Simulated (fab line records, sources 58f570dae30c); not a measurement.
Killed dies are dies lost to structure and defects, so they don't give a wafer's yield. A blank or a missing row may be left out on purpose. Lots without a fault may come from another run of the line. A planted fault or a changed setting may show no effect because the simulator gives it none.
One fault seen from 2 desks | flow berkeley_cmos170 | each desk has only its own numbers; what lay behind them comes last

THE METROLOGY DESK
What the gauges read, lot by lot, whatever tool the lot ran on: means of the sampled wafers that have a number. A lot is out of limits, marked OUT, if its mean lies more than 4 standard deviations from the usual mean; the brackets give that distance.
Columns: A = NWELL_OVL at UCB170_NWELL_OVL_MEAS_12, usual 1 nm; B = cd_nm at UCB170_GATE_CD_MEAS_90, usual 349.5 nm; C = PSD_RS at UCB170_SDANNEAL_RS_MEAS_02, usual 75.7 ohm/sq; D = V2_OVL at UCB170_V2_OVL_MEAS_13, usual -5 nm
lot  | first seen here | A  | B     | C    | D
L148 | day 2 07:48     | 6  | 350.3 | 75.7 | -4
L154 | day 3 21:13     | 1  | 350.3 | 75.2 | -6
L155 | day 3 21:16     | -1 | 351.6 | 75.9 | -3
L156 | day 4 02:33     | -2 | -     | -    | -
L157 | day 4 11:51     | -0 | -     | -    | -
L158 | day 4 12:01     | 4  | 348.9 | 75.3 | -8
L160 | day 5 06:29     | 2  | 351.4 | 75.9 | -9
L165 | day 6 07:34     | -2 | 349.2 | 75.6 | -7
L166 | day 6 07:50     | 3  | 349.7 | 75.9 | -8
L167 | day 6 16:43     | -1 | 347.9 | 75.7 | -11
L168 | day 6 21:56     | 3  | 352.3 | 75.8 | -5
L170 | day 7 03:45     | 1  | 347.6 | 75.1 | -3
L169 | day 7 04:00     | 9  | 351.0 | 76.0 | -7
L171 | day 7 09:26     | 8  | 350.0 | 75.5 | -2
This desk's finding: nothing out of limits on any of the 14 lots.

THE TOOL OWNER'S DESK: lpcvd-02
The tool's own readings at UCB170_GATE_CVD_04 (deposits poly-Si from SiH4, time 1440 s, target thk 214 nm): means of the sampled wafers that have a number, for each lot that ran on this tool. A lot is out of limits, marked OUT, if its mean lies more than 4 standard deviations from the usual mean; the brackets give that distance.
Columns: A = pressure_mtorr at UCB170_GATE_CVD_04, usual 374.8 mTorr; B = sih4_flow_sccm at UCB170_GATE_CVD_04, usual 120.0 sccm
lot  | first seen here | A     | B
L158 | day 9 01:05     | 374.4 | 120.3
L160 | day 9 18:38     | 375.0 | 120.1
L165 | day 10 21:56    | 374.4 | 120.0
L166 | day 10 21:56    | 374.3 | 120.4
L167 | day 10 21:56    | 374.7 | 120.2
L168 | day 10 21:56    | 374.4 | 120.5
This desk's finding: nothing out of limits on any of the 6 lots.

PUT TOGETHER
The metrology desk saw nothing out of limits.
The tool owner's desk saw nothing out of limits.

WHAT THE SIMULATOR HAD PUT IN
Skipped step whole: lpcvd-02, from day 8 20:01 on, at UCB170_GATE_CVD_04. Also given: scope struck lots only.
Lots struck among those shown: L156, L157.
